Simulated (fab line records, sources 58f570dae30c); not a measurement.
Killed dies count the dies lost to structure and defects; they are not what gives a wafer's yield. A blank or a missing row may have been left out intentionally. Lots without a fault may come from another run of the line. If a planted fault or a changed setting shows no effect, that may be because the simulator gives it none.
Struck lot and sound lot, side by side | flow berkeley-cmos170 | 24 out of 331 route steps
Sound: these wafers, L773.1, L773.2, L773.4. Wafers L785.2, L785.4, L785.5 were the ones struck. The cause is given at the end.
At each step with rows: each side's tool, then ch and its chambers, then its first start. Under that, the readings that differ: sound wafers | struck wafers | difference of the means | sigmas: that difference in standard deviations of wafers without a fault.
alike: readings whose means differ by less than 2 such deviations, and words and numbers that are the same on both sides. not compared: withheld readings, readings that some wafer has no value for, bounds like >300 that may hide the same value, and numbers for which the record gives no deviation and whose values overlap.
The two part at a step that has a row with sigmas, a row that says differs or no value, or rows on one side only. When numbers do not overlap yet have no deviation, they are printed without sigmas and do not part them. A reading that every wafer of one side lacks parts them only if that side has two wafers or more.

first, 4 steps without rows for these wafers: UCB170_PLDD_SOFTBAKE_02 (time 60 s); UCB170_PLDD_EXPOSE_03 (exposes mask PSELECT, target cd 1200 nm); UCB170_PLDD_PEB_04; UCB170_PLDD_DEVELOP_05 (develop time 45 s).
UCB170_PLDD_CD_MEAS_06: target cd 1200 nm.
  struck on cd-sem-01, day 9 03:48; sound on cd-sem-02, day 6 16:22
  alike: cd-nm
UCB170_PLDD_OVL_MEAS_07:
  struck on overlay-01, day 9 03:55; sound on overlay-02, day 6 16:29
  alike: PLDD_OVL
then, 2 steps without rows for these wafers: UCB170_PLDD_IMPLANT_08; UCB170_PLDD_IMPLANT_09.
UCB170_PLDD_STRIP_10: strips in O2.
  sound on plasma-asher-01 ch 0,1, day 6 16:49; struck on plasma-asher-01 ch 0,1, day 9 04:14
  alike: drypump-motor-current-A, oes-product-au, strip-time-to-endpoint-s
  not compared: rf-hours-counter-h
UCB170_PLDD_TW_MEAS_11:
  struck on film-metro-02, day 9 04:21; sound on film-metro-04, day 6 16:55
  alike: PLDD_TW
then, 2 steps without rows for these wafers: UCB170_PLDD_CLEAN_12 (cleans in SPM, time 600 s); UCB170_NLDD_HMDS_00 (prime time 60 s).
UCB170_NLDD_COAT_01: resist thk 900 nm.
  sound on litho-track-04 ch 0, day 6 19:55; struck on litho-track-04 ch 0, day 9 04:46
  reading                               | sound             | struck            | difference | sigmas
  model.KrF_of_NLDD_COAT_01.thk-nm (nm) | 898.9 898.4 901.4 | 708.7 711.9 711.4 | -188.9     |
then, 3 steps without rows for these wafers: UCB170_NLDD_SOFTBAKE_02 (time 60 s); UCB170_NLDD_EXPOSE_03 (exposes mask NSELECT, target cd 1200 nm); UCB170_NLDD_PEB_04.
UCB170_NLDD_DEVELOP_05: develop time 45 s.
  sound: litho-track-01 ch 0; struck: litho-track-01 ch 0
  reading                               | sound             | struck            | difference | sigmas
  model.KrF_of_NLDD_COAT_01.thk-nm (nm) | 885.6 885.1 888.1 | 695.2 698.4 697.9 | -189.1     |
UCB170_NLDD_CD_MEAS_06: target cd 1200 nm.
  struck on cd-sem-01, day 9 05:35; sound on cd-sem-02, day 6 21:17
  reading    | sound                | struck               | difference | sigmas
  cd-nm (nm) | 1199.9 1200.7 1199.4 | 1208.4 1207.9 1207.9 | +8.1       | +6
UCB170_NLDD_OVL_MEAS_07:
  struck on overlay-01, day 9 05:41; sound on overlay-02, day 6 21:24
  alike: NLDD_OVL
then, 2 steps without rows for these wafers: UCB170_NLDD_IMPLANT_08; UCB170_NLDD_IMPLANT_09.
UCB170_NLDD_STRIP_10: strips in O2.
  sound on plasma-asher-03 ch 0,1, day 6 21:44; struck on plasma-asher-03 ch 0, day 9 06:01
  reading                      | sound             | struck            | difference | sigmas
  strip-time-to-endpoint-s (s) | 21.62 21.59 21.68 | 17.07 17.14 17.13 | -4.52      | -75
  alike: drypump-motor-current-A, oes-product-au
  not compared: rf-hours-counter-h
UCB170_NLDD_TW_MEAS_11:
  struck on film-metro-01, day 9 06:07; sound on film-metro-04, day 6 21:50
  alike: NLDD_TW
UCB170_M3_PROBE_99:
  sound wafers here have rows in the record (prober-02, day 8 12:02); struck ones have none

WHERE THEY PART
Earliest at UCB170_NLDD_CD_MEAS_06; latest, in this record, at UCB170_M3_PROBE_99.

WHY: whatever the simulator had introduced
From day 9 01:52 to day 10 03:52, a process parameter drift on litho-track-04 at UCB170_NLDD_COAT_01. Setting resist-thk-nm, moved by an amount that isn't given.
